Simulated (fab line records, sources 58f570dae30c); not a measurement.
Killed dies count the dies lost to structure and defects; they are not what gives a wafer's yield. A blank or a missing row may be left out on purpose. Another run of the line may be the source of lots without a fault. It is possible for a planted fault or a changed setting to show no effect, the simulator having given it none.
Shared-tool check -- flow berkeley cmos170 -- 14 lots and 42 wafers in the sample

WHAT PROMPTED THE OPENING
Flagged at UCB170_M3_CD_MEAS_15: reading cd nm, on 2 of 14 lots. Fault-free wafers read 700.4 nm, with a standard deviation of 1.5.
Rule: a lot is flagged in two cases, either no wafer of it has a number, or all its wafers with numbers fall more than 4 standard deviations from that mean. The rest of the lots are taken to be sound.

lot,measured,on,"cd nm (nm), wafer by wafer",flag
L352,day 9 02:28,cd sem-01,702.1 702.2 703.5,
L353,day 9 16:27,cd sem-02,700.6 699.2 700.2,
L355,day 10 19:32,cd sem-01,701.1 700.2 699.5,
L354,day 10 19:40,cd sem-01,700.1 701.3 701.1,
L357,day 10 19:49,cd sem-01,700.8 699.6 701.4,
L359,day 11 12:44,cd sem-02,698.3 699.0 699.2,
L358,day 11 13:01,cd sem-01,699.9 700.5 699.1,
L362,day 12 09:41,cd sem-01,703.9 704.2 705.9,
L361,day 12 12:14,cd sem-02,699.6 699.3 698.1,
L360,day 12 13:16,cd sem-02,722.5 724.8 723.8,FLAGGED
L364,day 13 05:22,cd sem-01,717.5 717.5 718.8,FLAGGED
L363,day 13 06:56,cd sem-02,700.3 699.7 700.9,
L371,day 14 16:58,cd sem-02,699.8 700.7 699.4,
L373,day 15 07:55,cd sem-02,699.7 698.0 698.9,
The numbers of the flagged lots are 720.8 nm on average: +20.4 nm against the usual, or +14 standard deviations.

TOOL THAT RAN EACH LOT
The record keeps 1 process step preceding the reading, out of 331 steps on the route. Read each cell as the tool, then ch plus the chambers that the sampled wafers visited, then the start.
lot,flag,UCB170_M3_SOFTBAKE_11
L352,,"litho track-01 ch 0, day 9 01:00"
L353,,"litho track-02 ch 0, day 9 15:00"
L355,,"litho track-02 ch 0, day 10 18:00"
L354,,"litho track-02 ch 0, day 10 19:00"
L357,,"litho track-03 ch 0, day 10 19:00"
L359,,"litho track-03 ch 0, day 11 12:00"
L358,,"litho track-01 ch 0, day 11 12:00"
L362,,"litho track-01 ch 0, day 12 08:00"
L361,,"litho track-03 ch 0, day 12 11:00"
L360,FLAGGED,"litho track-03 ch 0, day 12 12:00"
L364,FLAGGED,"litho track-03 ch 0, day 13 04:00"
L363,,"litho track-02 ch 0, day 13 06:00"
L371,,"litho track-01 ch 0, day 14 16:00"
L373,,"litho track-02 ch 0, day 15 07:00"
These steps, and what they do:
- UCB170_M3_SOFTBAKE_11: time 60 s.
- UCB170_M3_CD_MEAS_15: target cd 700 nm.

FLAGGED AGAINST TOTAL, ONE TOOL AT A TIME (gauges that did the reading follow at the end)
step,tool,lots run,flagged,share of the flagged lots,sound lots run after its first flagged lot
UCB170_M3_SOFTBAKE_11,litho track-01,4,0,none,-
UCB170_M3_SOFTBAKE_11,litho track-02,5,0,none,-
UCB170_M3_SOFTBAKE_11,litho track-03,5,2,all,0
UCB170_M3_CD_MEAS_15,cd sem-01,7,1,some,0
UCB170_M3_CD_MEAS_15,cd sem-02,7,1,some,"3 (L363,L371,L373)"

WHAT THE TABLE ALLOWS
All flagged lots share 1 row of the table, namely litho track-03 at UCB170_M3_SOFTBAKE_11.
- litho track-03 at UCB170_M3_SOFTBAKE_11: 2 of its 5 lots flagged. Its last sound lot is L361 (day 12 11:00), its first flagged lot L360 (day 12 12:00): a fault that began between those two fits. Its own readings (heater power total W, run length s) fall more than 4 standard deviations out on all wafers of the flagged lots.
One tool is left: litho track-03 at UCB170_M3_SOFTBAKE_11.

WHAT THE SIMULATOR HAD PUT IN
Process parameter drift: litho track-03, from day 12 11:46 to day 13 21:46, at UCB170_M3_SOFTBAKE_11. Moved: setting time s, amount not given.
Shown lots that were struck: L360, L364. The rule given above showed the same thing.
